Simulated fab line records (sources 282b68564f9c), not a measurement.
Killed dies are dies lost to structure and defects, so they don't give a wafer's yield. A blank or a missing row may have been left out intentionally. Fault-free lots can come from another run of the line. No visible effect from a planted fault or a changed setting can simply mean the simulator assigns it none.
fab line records ; flow rit_cmos
record lots=7; wafers=21; last_day=7
route steps=202 shown PLDD@116 SPACER@125 NSD@131 M1@202
lots untouched by any fault: they come from a run of this same line in which no faults occurred
start_h: hours from the record's opening day to when the first of the lot's shown wafers began ; wait_h: hours elapsed since this lot's preceding step ; " the same as in the row above ; L1.1+2: several wafers, shown together as one row ; - no value present, or no start provided ; * or withheld: withheld ; < > ~ a bound
route shown NAME@n: names a module that has steps shown in the file, with the first one's number in the route ; usual: mean/standard deviation taken from wafers without a fault ; same: alike in all rows ; chamber/n: place in a boat ; sites: readings site by site ; _std_site: their standard deviation ; _edge_site: the outer-site mean with the inner-site mean subtracted ; radius_mm: for every site, how far away it sits from the centre of the wafer ; mask NAME#n: copy n ; behind: the last tool/chamber to shape the wafer ; hold: why the lot went on hold/how many hours it stayed there/how the hold came to an end ; device: which transistor (n, p or np) failed to switch ; end of line: tests of these same wafers at the route's end ; a step given without rows: its recipe and nothing more ; killed: count of dies lost to structure and defects at first sort (not the wafer's yield) ; map: shows each die of a wafer: x if killed, . if not, _ if none is there
set.NAME: the setting as run; set.NAME@STEP: as run at that earlier step ; model.NAME: the simulator's own value behind a step, which no gauge read
a table for each step, a row for each wafer; lots at some steps of the route
services: from which hour (start_h, from the record's first day; less than 0 if before it) a tool's chamber was out of use, for how many hours, and why
## steps
# step RIT_PLDD_SOFTBAKE_02
# recipe resist=NOVOLAK; temp_c=90; time_s=60
# step RIT_PLDD_EXPOSE_03
# recipe mask_id=M8; na=0.57; target_cd_nm=40900; dose_mj=250
# step RIT_PLDD_PEB_04
# recipe resist=NOVOLAK; temp_c=withheld; time_s=withheld
# step RIT_PLDD_DEVELOP_05
# recipe resist=NOVOLAK; develop_time_s=50; dev_temp_c=23
# step RIT_PLDD_OVL_MEAS_06
# usual PLDD_OVL=0.0/1.4
lot.wafer;tool;chamber;start_h;wait_h;PLDD_OVL[nm]
L860.1;overlay-01;-;73.69;-;0.2
L860.4;overlay-01;-;73.69;-;-1.8
L860.5;overlay-01;-;73.69;-;-1.0
L862.1;overlay-01;-;83.35;-;-1.1
L862.2;overlay-01;-;83.35;-;-2.6
L862.4;overlay-01;-;83.35;-;0.2
L863.3;overlay-02;-;87.33;-;1.1
L863.4;overlay-02;-;87.33;-;-0.2
L863.5;overlay-02;-;87.33;-;-2.1
L867.1;overlay-01;-;107.29;-;0.8
L867.4;overlay-01;-;107.29;-;0.4
L867.5;overlay-01;-;107.29;-;0.6
L870.1;overlay-02;-;123.14;-;1.7
L870.2;overlay-02;-;123.14;-;2.1
L870.5;overlay-02;-;123.14;-;-0.2
L873.4;overlay-01;-;138.15;-;1.0
L873.5;overlay-01;-;138.15;-;-1.0
L873.6;overlay-01;-;138.15;-;0.0
L874.2;overlay-02;-;142.53;-;-3.0
L874.5;overlay-02;-;142.53;-;-1.3
L874.6;overlay-02;-;142.53;-;-1.4
# step RIT_PLDD_HARDBAKE_07
# recipe resist=NOVOLAK; temp_c=140; time_s=60
# step RIT_PLDD_IMPLANT_08
# recipe species=BF2; energy_kev=20; dose_cm2=9e+14; tilt_deg=7
# step RIT_PLDD_STRIP_09
# recipe chemistry=O2; time_s=180; resist=NOVOLAK; platen_temp_c=withheld; power_w=500; pressure_mtorr=4000; o2_flow_sccm=4000
# usual drypump_motor_current_A=6.2/0.39
lot.wafer;tool;chamber;start_h;wait_h;drypump_motor_current_A;rf_hours_counter_h
L860.1;plasma_asher-01;0;74.03;0.1;5.4;44
L860.4;plasma_asher-01;0;74.03;0.1;5.4;-
L860.5;plasma_asher-01;0;74.03;0.1;5.4;-
L862.1;plasma_asher-01;0;83.69;0.1;5.4;45
L862.2;plasma_asher-01;1;83.69;0.1;5.5;45
L862.4;plasma_asher-01;0;83.69;0.1;5.5;-
L863.3;plasma_asher-04;0;87.72;0.1;6.5;-
L863.4;plasma_asher-04;1;87.72;0.1;6.1;-
L863.5;plasma_asher-04;0;87.72;0.1;6.6;-
L867.1;plasma_asher-04;0;107.67;0.2;6.5;48
L867.4;plasma_asher-04;0;107.67;0.2;6.5;-
L867.5;plasma_asher-04;1;107.67;0.2;6.1;-
L870.1;plasma_asher-04;0;123.48;0.1;6.5;1
L870.2;plasma_asher-04;1;123.48;0.1;6.1;1
L870.5;plasma_asher-04;1;123.48;0.1;6.2;-
L873.4;plasma_asher-04;0;138.53;0.1;6.5;-
L873.5;plasma_asher-04;0;138.53;0.1;6.5;-
L873.6;plasma_asher-04;1;138.53;0.1;6.2;-
L874.2;plasma_asher-04;0;142.86;0.1;6.6;3
L874.5;plasma_asher-04;1;142.86;0.1;6.1;-
L874.6;plasma_asher-04;0;142.86;0.1;6.6;-
# step RIT_PLDD_TW_MEAS_10
# usual PLDD_TW=2345/21
lot.wafer;tool;chamber;start_h;wait_h;PLDD_TW
L860.1;film_metro-03;-;74.20;0.1;2364
L860.4;film_metro-03;-;74.20;0.1;2366
L860.5;film_metro-03;-;74.20;0.1;2353
L862.1;film_metro-01;-;83.86;0.1;2323
L862.2;film_metro-01;-;83.86;0.1;2319
L862.4;film_metro-01;-;83.86;0.1;2321
L863.3;film_metro-02;-;87.85;0.1;2357
L863.4;film_metro-02;-;87.85;0.1;2364
L863.5;film_metro-02;-;87.85;0.1;2362
L867.1;film_metro-01;-;107.85;0.1;2303
L867.4;film_metro-01;-;107.85;0.1;2296
L867.5;film_metro-01;-;107.85;0.1;2317
L870.1;film_metro-03;-;123.66;0.1;2341
L870.2;film_metro-03;-;123.66;0.1;2345
L870.5;film_metro-03;-;123.66;0.1;2361
L873.4;film_metro-02;-;138.68;0.1;2365
L873.5;film_metro-02;-;138.68;0.1;2385
L873.6;film_metro-02;-;138.68;0.1;2372
L874.2;film_metro-01;-;143.04;0.1;2332
L874.5;film_metro-01;-;143.04;0.1;2350
L874.6;film_metro-01;-;143.04;0.1;2332
# step RIT_SPACER_CLEAN_00
# recipe chemistry=SC1; mix=3:3:50; time_s=600; temp_c=75
# step RIT_SPACER_CLEAN_01
# recipe chemistry=dHF; dilution=50:1; time_s=30
# step RIT_SPACER_CLEAN_02
# recipe chemistry=SC2; mix=3:3:50; time_s=600; temp_c=75; dry=n2_spin
# step RIT_SPACER_CVD_03
# recipe material=Si3N4; target_thk_nm=250; temp_c=810; precursor=SiH2Cl2/NH3; time_s=3300; pressure_mtorr=300; sih2cl2_flow_sccm=60; nh3_flow_sccm=150
# usual nh3_flow_sccm=150.1/0.49; zone_power_load_pct=19.0/1.3
lot.wafer;tool;chamber;start_h;wait_h;nh3_flow_sccm;zone_power_load_pct
L860.1;lpcvd-02;0;74.63;0.0;149.8;19.5
L860.4;lpcvd-02;0;74.63;0.0;149.7;19.0
L860.5;lpcvd-02;0;74.63;0.0;150.3;19.1
L862.1;lpcvd-02;0;84.29;0.0;150.6;19.0
L862.2;lpcvd-02;0;84.29;0.0;150.8;19.4
L862.4;lpcvd-02;0;84.29;0.0;149.9;19.0
L863.3;lpcvd-02;0;88.26;0.0;150.4;19.1
L863.4;lpcvd-02;0;88.26;0.0;150.7;19.3
L863.5;lpcvd-02;0;88.26;0.0;150.0;19.0
L867.1;lpcvd-02;1;108.53;0.2;150.1;16.9
L867.4;lpcvd-02;1;108.53;0.2;149.7;17.2
L867.5;lpcvd-02;1;108.53;0.2;150.1;17.0
L870.1;lpcvd-02;1;124.10;0.0;149.7;16.9
L870.2;lpcvd-02;1;124.10;0.0;149.6;17.3
L870.5;lpcvd-02;1;124.10;0.0;150.3;16.8
L873.4;lpcvd-01;0;139.09;0.0;150.3;20.0
L873.5;lpcvd-01;0;139.09;0.0;150.0;20.4
L873.6;lpcvd-01;0;139.09;0.0;150.2;20.1
L874.2;lpcvd-01;1;143.46;0.0;149.9;20.6
L874.5;lpcvd-01;1;143.46;0.0;150.2;20.0
L874.6;lpcvd-01;1;143.46;0.0;150.0;20.3
# step RIT_SPACER_THK_MEAS_04
# recipe reads=Si3N4_of_SPACER_CVD_03
# usual SPACER_NITRIDE_THK=249.5/2.1
lot.wafer;tool;chamber;start_h;wait_h;SPACER_NITRIDE_THK[nm]
L860.1;film_metro-04;-;76.55;0.0;210.8
L860.4;film_metro-04;-;76.55;0.0;211.9
L860.5;film_metro-04;-;76.55;0.0;211.2
L862.1;film_metro-04;-;86.21;0.0;212.1
L862.2;film_metro-04;-;86.21;0.0;213.8
L862.4;film_metro-04;-;86.21;0.0;214.8
L863.3;film_metro-01;-;90.20;0.0;208.3
L863.4;film_metro-01;-;90.20;0.0;212.6
L863.5;film_metro-01;-;90.20;0.0;212.7
L867.1;film_metro-01;-;110.45;0.0;249.6
L867.4;film_metro-01;-;110.45;0.0;249.5
L867.5;film_metro-01;-;110.45;0.0;251.5
L870.1;film_metro-01;-;126.02;0.0;249.2
L870.2;film_metro-01;-;126.02;0.0;250.4
L870.5;film_metro-01;-;126.02;0.0;250.0
L873.4;film_metro-01;-;141.03;0.0;248.5
L873.5;film_metro-01;-;141.03;0.0;246.3
L873.6;film_metro-01;-;141.03;0.0;247.7
L874.2;film_metro-01;-;145.38;0.0;251.2
L874.5;film_metro-01;-;145.38;0.0;249.6
L874.6;film_metro-01;-;145.38;0.0;247.5
# step RIT_SPACER_ETCHBACK_05
# recipe target_depth_a=2500; SF6_flow_sccm=30; CHF3_flow_sccm=30; target=Si3N4; chemistry=SF6/CHF3; pressure_mtorr=40; rf_w=250; time_s=240; stop_on=SiO2
# usual drypump_motor_current_A=5.6/0.46; oes_product_au=0.845/0.013; throttle_valve_pct=10.37/0.16
lot.wafer;tool;chamber;start_h;wait_h;drypump_motor_current_A;oes_product_au;rf_hours_counter_h;throttle_valve_pct
L860.1;rie_diel-02;2;76.61;0.1;6.2;0.734;38;10.16
L860.4;rie_diel-02;3;76.61;0.1;5.4;0.752;15;10.44
L860.5;rie_diel-02;0;76.61;0.1;5.4;0.760;-;10.42
L862.1;rie_diel-04;3;86.27;0.1;5.8;0.767;57;10.40
L862.2;rie_diel-04;2;86.27;0.1;5.1;0.780;127;10.39
L862.4;rie_diel-04;1;86.27;0.1;6.0;0.750;91;10.51
L863.3;rie_diel-01;0;90.24;0.0;5.9;0.749;130;10.12
L863.4;rie_diel-01;1;90.24;0.0;5.7;0.741;91;10.13
L863.5;rie_diel-01;2;90.24;0.0;5.8;0.748;-;10.39
L867.1;rie_diel-02;3;110.51;0.1;5.3;0.840;15;10.46
L867.4;rie_diel-02;2;110.51;0.1;6.2;0.833;-;10.20
L867.5;rie_diel-02;3;110.51;0.1;5.3;0.840;-;10.46
L870.1;rie_diel-01;3;126.08;0.1;5.2;0.840;7;10.54
L870.2;rie_diel-01;1;126.08;0.1;5.7;0.827;92;10.17
L870.5;rie_diel-01;3;126.08;0.1;5.2;0.847;-;10.53
L873.4;rie_diel-04;1;141.14;0.1;6.0;0.818;-;10.53
L873.5;rie_diel-04;3;141.14;0.1;5.8;0.856;-;10.43
L873.6;rie_diel-04;2;141.14;0.1;5.1;0.856;-;10.40
L874.2;rie_diel-02;3;145.43;0.0;5.4;0.846;16;10.46
L874.5;rie_diel-02;0;145.43;0.0;5.5;0.859;-;10.45
L874.6;rie_diel-02;2;145.43;0.0;6.2;0.835;-;10.19
# step RIT_NSD_HMDS_00
# recipe prime_time_s=60; prime_temp_c=140
# step RIT_M1_PROBE_99
# usual killed_at_front_end=7/3.2; killed_dies=7/3.2; killed_on_rim=1.7/1.3; killed_open=3.2/2.1; killed_short=3.5/2.2
# same gross_dies=264; killed_at_M0_to_M3=0; killed_at_M4_up=0; killed_at_back_side=0; killed_at_contacts=0; killed_at_other=0
lot.wafer;tool;chamber;start_h;wait_h;killed_at_front_end;killed_dies;killed_on_rim;killed_open;killed_short
L860.1;prober-02;-;87.69;0.1;3;3;1;2;0
L860.4;prober-02;-;87.84;0.2;3;3;0;2;1
L860.5;prober-02;-;87.89;0.2;3;3;0;3;0
L870.1;prober-02;-;137.03;0.1;6;6;2;4;2
L870.2;prober-02;-;137.08;0.1;8;8;2;5;3
L870.5;prober-02;-;137.23;0.2;10;10;1;8;2
L873.4;prober-01;-;153.82;0.2;8;8;1;4;2
L873.5;prober-01;-;153.87;0.2;4;4;1;2;2
L873.6;prober-01;-;153.92;0.2;6;6;0;2;4
L874.2;prober-02;-;156.79;0.1;5;5;1;3;2
L874.5;prober-02;-;156.94;0.2;5;5;0;2;3
L874.6;prober-02;-;156.99;0.2;3;3;0;2;1
# killed by level:class
L860.1 GATE:geometric_particle:open=1 SILICIDE:geometric_particle:open=1 SPACER:area_cvd=1
L860.4 GATE:geometric_particle:open=2 GATE:geometric_particle:short=1
L860.5 GATE:geometric_particle:open=2 FOX1:geometric_particle:open=1
L870.1 GATE:geometric_particle:open=2 GATE:geometric_particle:short=2 SILICIDE:geometric_particle:open=2
L870.2 GATE:geometric_particle:open=4 GATE:geometric_particle:short=3 SPACER:geometric_particle:open=1
L870.5 GATE:geometric_particle:open=5 SPACER:geometric_particle:open=2 ACTIVE:geometric_particle:open=1 GATE:geometric_particle:short=1 SPACER:geometric_particle:short=1
L873.4 FOX2:geometric_particle:open=2 GATE:geometric_particle:short=2 SPACER:geometric_particle:open=2 PRETRO:coat_microbubble_printed=2
L873.5 REOX:geometric_particle:open=2 REOX:geometric_particle:short=2
L873.6 GATE:geometric_particle:short=2 REOX:geometric_particle:short=2 REOX:geometric_particle:open=1 SPACER:geometric_particle:open=1
L874.2 ACTIVE:geometric_particle:open=1 FOX1:geometric_particle:open=1 FOX1:geometric_particle:short=1 REOX:geometric_particle:short=1 SPACER:geometric_particle:open=1
L874.5 GATE:geometric_particle:short=2 FOX1:geometric_particle:short=1 GATE:geometric_particle:open=1 SPACER:geometric_particle:open=1
L874.6 FOX2:geometric_particle:open=1 SPACER:geometric_particle:open=1 SPACER:geometric_particle:short=1
## services
tool;chamber;start_h;hours;kind
lpcvd-02;-;56.49;4.3;pm
rie_diel-02;3;103.63;6.0;repair
plasma_asher-01;-;106.44;15.6;pm
plasma_asher-04;-;108.75;9.0;pm
plasma_asher-04;0;108.75;9.0;vent_cycle
plasma_asher-04;1;108.75;9.0;vent_cycle
lpcvd-01;-;111.01;1.0;repair
rie_diel-04;-;112.47;14.6;pm
plasma_asher-04;0;117.75;-;clean
plasma_asher-04;1;117.75;-;clean
rie_diel-04;0;131.56;10.0;repair
plasma_asher-01;-;131.99;10.1;repair
rie_diel-01;2;142.09;3.5;repair
## key
first_sign step=RIT_SPACER_THK_MEAS_04; reading=SPACER_NITRIDE_THK; direction=down; sigmas=18; usual=249.5; struck=212.0
effect step=RIT_SPACER_ETCHBACK_05; reading=oes_product_au; direction=down; sigmas=7; usual=0.845; struck=0.753
met_at RIT_SPACER_CVD_03
struck_wafers L860.1,L860.4,L860.5,L862.1,L862.2,L862.4,L863.3,L863.4,L863.5
tester_left_out L860,L862,L863
fault kind=site_profile_drift; tool=lpcvd-02; chamber=0; onset_h=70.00; steps=RIT_SPACER_CVD_03; basis=fraction; max_abs_drift=0.33271; slope_share_per_hr=73.936; site_pattern=0,0,0,0,0,-1,-1,-1,-1
# tester_left_out: of these lots the tester's yield and bins aren't shown, on N5 and GAA mostly nor the transistor test; their killed dies are dies lost to structure and defects alone, not to doping, threshold or leakage, so they don't give the yield
